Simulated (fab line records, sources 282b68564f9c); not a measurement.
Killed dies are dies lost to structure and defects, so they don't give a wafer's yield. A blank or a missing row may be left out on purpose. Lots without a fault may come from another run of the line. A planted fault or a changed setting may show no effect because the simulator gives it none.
Problem report in the 8D (eight disciplines) form, filled by code | flow rit_cmos | the parts of the form that need people (team, actions taken, sign-off) are left out

1. THE PROBLEM
NLDD_TW at RIT_NLDD_TW_MEAS_10 reads a mean of 2697 on 6 wafers of 2 lots; wafers without a fault read 2489 with a standard deviation of 22. That is +9.4 standard deviations from the usual mean.
First seen on wafer L387.1, day 4 07:40, on film_metro-02. The record holds 42 wafers of 14 lots with a number at this step. Rule for "out", or "out of limits": more than 4 standard deviations from the usual mean. The other wafers with a number count as sound.

2. WHAT IT IS AND WHAT IT IS NOT
question                    | is                           | is not
which readings at this step | NLDD_TW                      | -
which lots                  | L387, L388                   | L380, L381, L382, L384, L385, L386, L390, L396, L397, L398, L399, L400
which wafers of those lots  | all that have a number       | -
read on which gauges        | film_metro-01, film_metro-02 | film_metro-03
when                        | from day 4 07:40             | up to then (18 sound wafers); but 18 sound wafers of L390, L396, L397, L398, L399, L400 came after

3. SUSPECTS, AND WHAT RULES EACH OUT
Counting: a tool at a process step up to the reading stays a suspect if it ran every lot that is out and no sound lot after the first of them.
- the gauge at RIT_NLDD_TW_MEAS_10: ruled out. The wafers that are out were read on 2 gauges (film_metro-01, film_metro-02).
- implanter-04 at RIT_NLDD_IMPLANT_08: kept. It ran every lot that is out, first L387 (day 4 07:21), and no sound lot after that; its last sound lot up to then is L386 (day 4 00:36). Its own readings are out on those wafers: beam_on_s, faraday_current_uA.
Left after counting: implanter-04 at RIT_NLDD_IMPLANT_08.

4. THE CAUSE (what the simulator had put in)
Process parameter drift: implanter-04, from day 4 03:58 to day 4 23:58, at RIT_NLDD_IMPLANT_08. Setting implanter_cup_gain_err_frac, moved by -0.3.
Counting left only this tool.

5. THE CHAIN OF EFFECTS, in route order
Each row: a reading whose mean over the struck wafers that have a number lies more than 3 standard deviations from the usual. Only readings for which the record gives a usual standard deviation are gone through. hours: the time from each lot's start at the first step in this table that gives one to its start at this step, as a median over the lots. sigmas: the change in usual standard deviations.
hours | step                    | reading            | usual        | on struck wafers | change | sigmas
0     | RIT_NLDD_IMPLANT_08     | beam_on_s          | 9.98 s       | 13.98            | +4.00  | +18
0     | RIT_NLDD_IMPLANT_08     | faraday_current_uA | 1576         | 1124             | -452   | -13
0     | RIT_NLDD_TW_MEAS_10     | NLDD_TW            | 2489         | 2697             | +208   | +9.4
8     | RIT_SDANNEAL_RS_MEAS_07 | NLDD_RS            | 151.6 ohm/sq | 113.7            | -37.9  | -79
The process steps in it:
- RIT_NLDD_IMPLANT_08

6. WHAT WOULD HAVE CAUGHT IT SOONER
In this record the first reading out of limits at a measuring or inspecting step was taken at day 4 07:40, 4 hours after the fault began at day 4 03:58.
The tool's own readings at RIT_NLDD_IMPLANT_08 were out on every struck wafer that the step has a row for (beam_on_s, faraday_current_uA): an alarm limit on them would have fired on the first of those.
Of the lots that are out (2), L388 began RIT_NLDD_IMPLANT_08 on implanter-04 after day 4 07:40. A hold on the tool at that time would have spared it.
